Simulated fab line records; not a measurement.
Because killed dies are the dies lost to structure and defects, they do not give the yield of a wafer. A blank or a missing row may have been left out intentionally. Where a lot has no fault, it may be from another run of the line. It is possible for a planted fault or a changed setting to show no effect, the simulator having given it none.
fab line records	flow rit-cmos
[record] lots = 6	wafers = 18	last-day = 7
route steps=202 shown PLDD@124 SPACER@125 NSD@131 PSD@142 M1@202
lots that met no fault: from a run of the same line without faults
start-h: the number of hours between the record's first day and the start of the first shown wafer of the lot	wait-h: hours elapsed since this lot's preceding step	" unchanged from the row above	L1.1+2: a row that stands for several wafers	- no value present, or no start provided	* or withheld: withheld	< > ~ a bound
route shown NAME@n: NAME is a module with steps in the file, n the number in the route of the first one	usual: mean and standard deviation over wafers with no fault	same: alike in all rows	chamber/n: place in a boat	sites: the reading at each site	_std_site: their standard deviation	_edge_site: mean of outer sites minus mean of inner sites	radius-mm: for every site, how far away it sits from the centre of the wafer	mask NAME#n: copy n	behind: the last tool/chamber to shape the wafer	hold: why the lot went on hold/how many hours it stayed there/how the hold came to an end	device: which transistor (n, p or np) failed to switch	end of line: the same wafers' tests at the end of the route	a step with no rows: only its recipe	killed: count of dies lost to structure and defects at first sort (not the wafer's yield)	map: a wafer's dies, x killed, . not, _ none there
set.NAME: the run value of the setting; set.NAME@STEP: its run value at that earlier step	model.NAME: the simulator's own value behind a step, which no gauge read
a table for each step, a row for each wafer; lots at some steps of the route
services: when a tool's chamber went out of use (start-h, in hours from the record's first day, below 0 if earlier), for how many hours, and the reason
[[steps]]
[step RIT_PLDD_TW_MEAS_10]
[usual] PLDD_TW = 2340/9.9
lot.wafer	tool	chamber	start-h	wait-h	PLDD_TW
L208.1	film-metro-04	-	54.49	0.1	2328
L208.3	"	-	"	"	2338
L208.5	"	-	"	"	2350
L209.1	film-metro-04	-	59.81	0.1	2339
L209.4	"	-	"	"	2328
L209.6	"	-	"	"	2328
L221.1	film-metro-04	-	120.36	0.1	2354
L221.5	"	-	"	"	2364
L221.6	"	-	"	"	2365
L222.2	film-metro-04	-	123.17	0.1	2349
L222.3	"	-	"	"	2343
L222.4	"	-	"	"	2362
L225.4	film-metro-03	-	138.20	0.1	2334
L225.5	"	-	"	"	2327
L225.6	"	-	"	"	2322
L228.2	film-metro-03	-	153.60	0.1	2337
L228.5	"	-	"	"	2330
L228.6	"	-	"	"	2334
[step RIT_SPACER_CLEAN_00]
[recipe] chemistry = SC1	mix = 3:3:50	time-s = 623.6	temp-c = 75
[step RIT_SPACER_CLEAN_01]
[recipe] chemistry = dHF	dilution = 50:1	time-s = 30
[step RIT_SPACER_CLEAN_02]
[recipe] chemistry = SC2	mix = 3:3:50	time-s = 600	temp-c = 75	dry = n2-spin
[step RIT_SPACER_CVD_03]
[recipe] material = Si3N4	target-thk-nm = 250	temp-c = 810	precursor = SiH2Cl2/NH3	time-s = 3300	pressure-mtorr = 300	sih2cl2-flow-sccm = 60	nh3-flow-sccm = 150
[step RIT_SPACER_THK_MEAS_04]
[recipe] reads = Si3N4_of_SPACER_CVD_03
[usual] SPACER_NITRIDE_THK = 250.0/2.2
lot.wafer	tool	chamber	start-h	wait-h	SPACER_NITRIDE_THK[nm]
L208.1	film-metro-01	-	56.83	0.0	252.4
L208.3	"	-	"	"	252.3
L208.5	"	-	"	"	251.4
L209.1	film-metro-03	-	62.15	0.0	249.2
L209.4	"	-	"	"	248.3
L209.6	"	-	"	"	251.5
L221.1	film-metro-04	-	122.72	0.0	250.6
L221.5	"	-	"	"	251.9
L221.6	"	-	"	"	250.4
L222.2	film-metro-03	-	126.42	0.0	251.9
L222.3	"	-	"	"	252.4
L222.4	"	-	"	"	251.1
L225.4	film-metro-03	-	140.54	0.0	248.7
L225.5	"	-	"	"	247.1
L225.6	"	-	"	"	249.3
L228.2	film-metro-03	-	155.96	0.0	248.1
L228.5	"	-	"	"	246.5
L228.6	"	-	"	"	248.5
[step RIT_SPACER_ETCHBACK_05]
[recipe] target-depth-a = 2500	SF6_flow_sccm = 30	CHF3_flow_sccm = 30	target = Si3N4	chemistry = SF6/CHF3	pressure-mtorr = 40	rf-w = 250	time-s = 240	stop-on = SiO2
[usual] drypump-motor-current-A = 5.7/0.56	oes-product-au = 0.845/0.013	throttle-valve-pct = 10.26/0.14
lot.wafer	tool	chamber	start-h	wait-h	drypump-motor-current-A	oes-product-au	rf-hours-counter-h	throttle-valve-pct
L208.1	rie-diel-03	3	56.89	0.1	4.7	0.861	48	10.08
L208.3	"	3	"	"	4.7	0.863	-	10.08
L208.5	"	3	"	"	4.7	0.857	-	10.09
L209.1	rie-diel-01	0	62.21	0.1	5.9	0.847	0	10.08
L209.4	"	3	"	"	6.6	0.841	55	10.34
L209.6	"	3	"	"	6.5	0.849	-	10.32
L221.1	rie-diel-03	0	122.78	0.1	5.5	0.873	4	10.52
L221.5	"	0	"	"	5.5	0.866	-	10.51
L221.6	"	3	"	"	4.7	0.855	-	10.07
L222.2	rie-diel-02	2	126.47	0.0	5.3	0.862	0	10.23
L222.3	"	0	"	"	6.3	0.858	84	10.29
L222.4	"	0	"	"	6.3	0.853	-	10.30
L225.4	rie-diel-01	0	140.57	0.0	5.9	0.841	1	10.07
L225.5	"	2	"	"	6.2	0.827	-	10.38
L225.6	"	1	"	"	5.6	0.835	-	10.02
L228.2	rie-diel-03	2	156.01	0.0	5.6	0.822	139	10.44
L228.5	"	2	"	"	5.6	0.827	-	10.46
L228.6	"	3	"	"	4.7	0.852	-	10.07
[step RIT_NSD_HMDS_00]
[recipe] prime-time-s = 60	prime-temp-c = 140
[step RIT_NSD_COAT_01]
[recipe] resist = NOVOLAK	spin-rpm = 3250	resist-thk-nm = 1000
[step RIT_NSD_SOFTBAKE_02]
[recipe] resist = NOVOLAK	temp-c = 90	time-s = 60
[step RIT_NSD_EXPOSE_03]
[recipe] mask-id = M9	na = 0.57	target-cd-nm = 40700	dose-mj = 250
[step RIT_NSD_PEB_04]
[recipe] resist = NOVOLAK	temp-c = withheld	time-s = withheld
[step RIT_NSD_DEVELOP_05]
[recipe] resist = NOVOLAK	develop-time-s = 50	dev-temp-c = 23
lot.wafer	tool	chamber	start-h	wait-h
L208.1+3+5	litho-track-03	0	57	-
L209.1+4+6	litho-track-04	0	63	-
L221.1+5+6	litho-track-03	0	123	-
L222.2+3+4	litho-track-03	0	127	-
L225.4+5+6	litho-track-04	0	141	-
L228.2+5+6	litho-track-04	0	156	-
[step RIT_NSD_OVL_MEAS_06]
[usual] NSD_OVL = 0.2/1.2
lot.wafer	tool	chamber	start-h	wait-h	NSD_OVL[nm]
L208.1	overlay-02	-	58.09	-	1.1
L208.3	"	-	"	"	0.1
L208.5	"	-	"	"	2.0
L209.1	overlay-02	-	63.21	-	0.2
L209.4	"	-	"	"	-0.5
L209.6	"	-	"	"	-0.4
L221.1	overlay-02	-	123.96	-	-1.5
L221.5	"	-	"	"	-1.7
L221.6	"	-	"	"	-0.7
L222.2	overlay-02	-	127.47	-	-0.1
L222.3	"	-	"	"	-0.8
L222.4	"	-	"	"	0.4
L225.4	overlay-02	-	141.72	-	0.7
L225.5	"	-	"	"	0.2
L225.6	"	-	"	"	0.1
L228.2	overlay-01	-	157.02	-	-2.3
L228.5	"	-	"	"	0.2
L228.6	"	-	"	"	1.3
[step RIT_NSD_HARDBAKE_07]
[recipe] resist = NOVOLAK	temp-c = 138.8	time-s = 60
[step RIT_NSD_IMPLANT_08]
[recipe] species = P	energy-kev = 25	dose-cm2 = 1e+15	tilt-deg = 7
[step RIT_NSD_STRIP_09]
[recipe] chemistry = O2	time-s = 180	resist = NOVOLAK	platen-temp-c = withheld	power-w = 500	pressure-mtorr = 4000	o2-flow-sccm = 4000
[usual] drypump-motor-current-A = 5.5/0.42
lot.wafer	tool	chamber	start-h	wait-h	drypump-motor-current-A	rf-hours-counter-h
L208.1	plasma-asher-01	0	58.42	0.1	4.8	27
L208.3	"	1	"	"	5.9	-
L208.5	"	0	"	"	4.8	-
L209.1	plasma-asher-03	1	63.55	0.1	5.2	41
L209.4	"	1	"	"	5.2	-
L209.6	"	0	"	"	5.3	-
L221.1	plasma-asher-02	0	124.30	0.1	5.7	47
L221.5	"	0	"	"	5.7	-
L221.6	"	1	"	"	6.0	-
L222.2	plasma-asher-03	0	127.80	0.1	5.3	1
L222.3	"	1	"	"	5.2	-
L222.4	"	0	"	"	5.3	-
L225.4	plasma-asher-03	0	142.15	0.1	5.3	-
L225.5	"	0	"	"	5.3	-
L225.6	"	1	"	"	5.2	-
L228.2	plasma-asher-03	1	157.35	0.1	5.2	3
L228.5	"	0	"	"	5.3	-
L228.6	"	1	"	"	5.2	-
[step RIT_NSD_TW_MEAS_10]
[usual] NSD_TW = 3112/13
lot.wafer	tool	chamber	start-h	wait-h	NSD_TW
L208.1	film-metro-04	-	58.60	0.1	3125
L208.3	"	-	"	"	3114
L208.5	"	-	"	"	3103
L209.1	film-metro-04	-	63.72	0.1	3114
L209.4	"	-	"	"	3110
L209.6	"	-	"	"	3115
L221.1	film-metro-03	-	124.47	0.1	30
L221.5	"	-	"	"	30
L221.6	"	-	"	"	30
L222.2	film-metro-04	-	127.99	0.1	30
L222.3	"	-	"	"	30
L222.4	"	-	"	"	30
L225.4	film-metro-04	-	142.30	0.1	3135
L225.5	"	-	"	"	3141
L225.6	"	-	"	"	3123
L228.2	film-metro-02	-	157.53	0.1	3081
L228.5	"	-	"	"	3090
L228.6	"	-	"	"	3085
[step RIT_PSD_HMDS_00]
[recipe] prime-time-s = 60	prime-temp-c = 140
[step RIT_M1_PROBE_99]
[usual] killed-at-contacts = 0.1/0.3	killed-at-front-end = 6.7/2.6	killed-dies = 6.8/2.6	killed-on-rim = 1.9/1.3	killed-open = 3.3/1.7	killed-short = 3.4/2
[same] gross-dies = 264	killed_at_M0_to_M3 = 0	killed_at_M4_up = 0	killed-at-back-side = 0	killed-at-other = 0
lot.wafer	tool	chamber	start-h	wait-h	killed-at-contacts	killed-at-front-end	killed-dies	killed-on-rim	killed-open	killed-short
L208.1	prober-02	-	68.05	0.1	0	12	12	3	4	8
L208.3	prober-02	-	68.15	0.2	0	7	7	1	3	4
L208.5	prober-02	-	68.25	0.2	0	8	8	3	5	3
L221.1	prober-01	-	133.80	0.1	0	264	264	70	1	6
L221.5	prober-01	-	134.00	0.2	0	264	264	70	4	4
L221.6	prober-01	-	134.05	0.2	0	264	264	70	6	5
L222.2	prober-01	-	137.52	0.1	0	264	264	70	3	3
L222.3	prober-01	-	137.57	0.2	0	264	264	70	1	1
L222.4	prober-01	-	137.62	0.2	0	264	264	70	7	6
L225.4	prober-01	-	151.87	0.2	1	6	7	3	2	5
L225.5	prober-01	-	151.92	0.2	0	6	6	3	4	2
L225.6	prober-01	-	151.97	0.2	0	6	6	2	4	2
L228.2	prober-02	-	167.08	0.1	0	9	9	1	4	5
L228.5	prober-02	-	167.23	0.2	0	12	12	2	8	4
L228.6	prober-02	-	167.28	0.2	0	9	9	4	6	3
// killed by level:class
L208.1 GATE:geometric-particle:short=3 SPACER:geometric-particle:short=3 ACTIVE:geometric-particle:open=1 FOX1:geometric-particle:open=1 FOX2:geometric-particle:open=1 FOX2:geometric-particle:short=1 REOX:geometric-particle:short=1 REOX:geometric-particle:open=1
L208.3 GATE:geometric-particle:short=3 FOX2:geometric-particle:open=2 SPACER:geometric-particle:open=1 SILICIDE:geometric-particle:short=1
L208.5 GATE:geometric-particle:short=3 GATE:geometric-particle:open=3 REOX:geometric-particle:open=1 SPACER:geometric-particle:open=1
L221.1 NSD:area-develop=257 GATE:geometric-particle:short=3 SPACER:geometric-particle:short=3 SPACER:geometric-particle:open=1
L221.5 NSD:area-develop=256 REOX:geometric-particle:short=2 FOX1:geometric-particle:open=1 GATE:geometric-particle:open=1 SPACER:geometric-particle:open=1 SPACER:geometric-particle:short=1 SILICIDE:geometric-particle:open=1 SILICIDE:geometric-particle:short=1
L221.6 NSD:area-develop=253 GATE:geometric-particle:open=3 FOX1:geometric-particle:open=2 GATE:geometric-particle:short=2 SPACER:geometric-particle:short=2 REOX:geometric-particle:open=1 SILICIDE:geometric-particle:short=1
L222.2 NSD:area-develop=258 GATE:geometric-particle:short=2 FOX1:geometric-particle:open=1 REOX:geometric-particle:open=1 SPACER:geometric-particle:open=1 SILICIDE:geometric-particle:short=1
L222.3 NSD:area-develop=261 REOX:geometric-particle:open=1 SILICIDE:geometric-particle:short=1 PSD:coat-microbubble-printed=1
L222.4 NSD:area-develop=251 GATE:geometric-particle:short=3 GATE:geometric-particle:open=3 REOX:geometric-particle:short=2 REOX:geometric-particle:open=2 FOX1:geometric-particle:short=1 FOX1:geometric-particle:open=1 SILICIDE:geometric-particle:open=1
L225.4 GATE:geometric-particle:short=3 FOX1:geometric-particle:open=1 FOX2:geometric-particle:short=1 GATE:geometric-particle:open=1 CONTACT:geometric-particle:short=1
L225.5 FOX1:geometric-particle:open=2 FOX1:geometric-particle:short=1 GATE:geometric-particle:open=1 GATE:geometric-particle:short=1 SPACER:geometric-particle:open=1
L225.6 SPACER:geometric-particle:open=2 FOX2:geometric-particle:short=1 GATE:geometric-particle:open=1 REOX:geometric-particle:open=1 SILICIDE:geometric-particle:short=1
L228.2 FOX1:geometric-particle:short=2 GATE:geometric-particle:open=2 REOX:geometric-particle:short=2 FOX2:geometric-particle:short=1 FOX2:geometric-particle:open=1 SPACER:geometric-particle:open=1
L228.5 GATE:geometric-particle:open=4 GATE:geometric-particle:short=2 REOX:geometric-particle:open=2 FOX2:geometric-particle:open=1 REOX:geometric-particle:short=1 SPACER:geometric-particle:short=1 SILICIDE:geometric-particle:open=1
L228.6 GATE:geometric-particle:open=5 GATE:geometric-particle:short=2 REOX:geometric-particle:open=1 SILICIDE:geometric-particle:short=1
// map L221.1 (x killed, . not)
________xxxxxxx_______
_____xxxxxxxxxxxxx____
____xxxxxxxxxxxxxxx___
___xxxxxxxxxxxxxxxxx__
__xxxxxxxxxxxxxxxxxxx_
__xxxxxxxxxxxxxxxxxxx_
_xxxxxxxxxxxxxxxxxxxxx
_xxxxxxxxxxxxxxxxxxxxx
_xxxxxxxxxxxxxxxxxxxxx
_xxxxxxxxxxxxxxxxxxxxx
__xxxxxxxxxxxxxxxxxxx_
__xxxxxxxxxxxxxxxxxxx_
___xxxxxxxxxxxxxxxxx__
____xxxxxxxxxxxxxxx___
_____xxxxxxxxxxxxx____
________xxxxxxx_______
// map L222.2 (x killed, . not)
________xxxxxxx_______
_____xxxxxxxxxxxxx____
____xxxxxxxxxxxxxxx___
___xxxxxxxxxxxxxxxxx__
__xxxxxxxxxxxxxxxxxxx_
__xxxxxxxxxxxxxxxxxxx_
_xxxxxxxxxxxxxxxxxxxxx
_xxxxxxxxxxxxxxxxxxxxx
_xxxxxxxxxxxxxxxxxxxxx
_xxxxxxxxxxxxxxxxxxxxx
__xxxxxxxxxxxxxxxxxxx_
__xxxxxxxxxxxxxxxxxxx_
___xxxxxxxxxxxxxxxxx__
____xxxxxxxxxxxxxxx___
_____xxxxxxxxxxxxx____
________xxxxxxx_______
[[services]]
tool	chamber	start-h	hours	kind
rie-diel-02	3	45.81	6.1	repair
rie-diel-03	2	52.50	9.5	repair
rie-diel-03	3	59.59	4.2	repair
plasma-asher-02	-	67.06	1.2	repair
rie-diel-02	2	84.55	-	clean
rie-diel-02	2	84.55	20.4	scheduled-down
rie-diel-02	2	84.55	20.4	vent-cycle
rie-diel-01	0	92.51	5.3	repair
plasma-asher-03	-	107.08	5.2	repair
plasma-asher-03	-	112.27	9.0	pm
plasma-asher-03	0	112.27	9.0	vent-cycle
plasma-asher-03	1	112.27	9.0	vent-cycle
rie-diel-03	-	113.42	1.0	repair
rie-diel-02	3	121.12	15.6	repair
plasma-asher-03	0	121.27	-	clean
plasma-asher-03	1	121.27	-	clean
rie-diel-02	1	122.91	2.9	repair
rie-diel-03	-	131.76	14.6	pm
rie-diel-02	-	137.36	2.8	pm
rie-diel-01	1	145.62	12.3	repair
rie-diel-02	3	146.63	4.1	repair
[[key]]
[first-sign] step = RIT_NSD_TW_MEAS_10	reading = NSD_TW	direction = down	sigmas = 99+	usual = 3112	struck = 30
[effect] step = RIT_M1_PROBE_99	reading = killed-at-front-end	direction = up	sigmas = 98	usual = 6.7	struck = 264
[more-kills-born-at] RIT_NSD_DEVELOP_05@litho-track-03 = 1536
met-at RIT_NSD_DEVELOP_05
struck-wafers L221.1,L221.5,L221.6,L222.2,L222.3,L222.4
tester-left-out L221,L222
onset-between 57 123
[fault] kind = process-parameter-drift	tool = litho-track-03	chamber = -	onset-h = 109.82	steps = RIT_NSD_DEVELOP_05	channel = develop-time-s	offset = *	shape = step	end-h = 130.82	acts-in = *	stated = *
// tester-left-out: of these lots the tester's yield and bins aren't shown, on N5 and GAA mostly nor the transistor test; their killed dies are dies lost to structure and defects alone, not to doping, threshold or leakage, so they don't give the yield
